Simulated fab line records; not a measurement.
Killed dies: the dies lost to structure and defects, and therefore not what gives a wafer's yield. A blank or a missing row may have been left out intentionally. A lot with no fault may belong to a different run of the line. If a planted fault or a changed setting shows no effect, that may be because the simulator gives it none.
Lot-split experiment    flow rit_cmos    on a route of 202 steps: 5 lots, 23 wafers read

THE SPLIT ITSELF
At RIT_ACTIVE_CVD_03 (deposits Si3N4 from SiH2Cl2/NH3, target thk 150 nm, time 1500 s), the setting temp_c was moved away from the recipe's 810 C on 10 of the 23 wafers read, by -2.2% to +1.6%. The other wafers ran this setting at the recipe's value.

FROM THE SPLIT TO THE READING: what the file shows between them, 5 steps
- RIT_ACTIVE_THK_MEAS_04
- RIT_ACTIVE_EXPOSE_08: exposes mask M1, target cd 1400 nm (also split here: dose_mj)
- RIT_ACTIVE_PEB_09
- RIT_ACTIVE_DEVELOP_10: develop time 50 s
- RIT_ACTIVE_CD_MEAS_11: target cd 1400 nm

THE READING
oes_product_au, in a.u., at RIT_ACTIVE_ETCH_13 (etches Si3N4 in SF6, stops on SiO2, time 210 s, target depth 210 nm). Fault-free wafers of this fab line usually give 0.821 a.u., standard deviation 0.013 a.u.

wafer   tool, chamber at the split  temp_c as run, C  against the recipe  oes_product_au, a.u.  against lot-mates on the recipe
L074.1  -, -                        810               recipe              0.808                 -
L074.2  -, -                        810               recipe              0.815                 -
L074.3  -, -                        810               recipe              0.841                 -
L074.5  -, -                        810               recipe              0.835                 -
L074.6  -, -                        810               recipe              0.826                 -
L076.2  lpcvd-02, 0                 810               recipe              0.820                 -
L076.5  lpcvd-02, 0                 810               recipe              0.829                 -
L076.6  lpcvd-02, 0                 810               recipe              0.811                 -
L080.1  -, -                        822.8             +1.6%               0.920                 no lot-mate on the recipe
L080.2  -, -                        822.8             +1.6%               0.877                 no lot-mate on the recipe
L080.3  -, -                        822.8             +1.6%               0.881                 no lot-mate on the recipe
L080.4  -, -                        822.8             +1.6%               0.918                 no lot-mate on the recipe
L080.5  -, -                        822.8             +1.6%               0.911                 no lot-mate on the recipe
L083.1  -, -                        792.2             -2.2%               0.691                 no lot-mate on the recipe
L083.2  -, -                        792.2             -2.2%               0.708                 no lot-mate on the recipe
L083.3  -, -                        792.2             -2.2%               0.702                 no lot-mate on the recipe
L083.4  -, -                        792.2             -2.2%               0.705                 no lot-mate on the recipe
L083.5  -, -                        792.2             -2.2%               0.704                 no lot-mate on the recipe
L085.1  -, -                        810               recipe              0.836                 -
L085.2  -, -                        810               recipe              0.804                 -
L085.3  -, -                        810               recipe              0.800                 -
L085.4  -, -                        810               recipe              0.777                 -
L085.6  -, -                        810               recipe              0.827                 -

THE FIT
A straight line over all 23 wafers: oes_product_au changes by +0.0528 a.u. for each +1% of temp_c; r = +0.97; the points scatter about the line by 0.016 a.u.
Too few moved wafers have a lot-mate on the recipe to fit a line with each lot's own level taken away.

THE WHOLE CHAIN: every reading that the file lists as answering this split, in the file's order
step                    what it does                                                         reading                                                                         change (the file's fit)                   r (the file's)
RIT_ACTIVE_CVD_03       deposits Si3N4 from SiH2Cl2/NH3, target thk 150 nm, time 1500 s      Si3N4_of_ACTIVE_CVD_03.thk_nm (the simulator's own value, which no gauge read)  +20.7 nm for each +1% of the setting      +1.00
RIT_ACTIVE_THK_MEAS_04                                                                       ACTIVE_NITRIDE_THK                                                              +20.7 for each +1% of the setting         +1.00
RIT_ACTIVE_ETCH_13      etches Si3N4 in SF6, stops on SiO2, time 210 s, target depth 210 nm  oes_product_au                                                                  +0.0527 a.u. for each +1% of the setting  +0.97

FILE'S OWN FIT
oes_product_au changes by +0.0527 a.u. for each +1% of temp_c, r = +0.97.
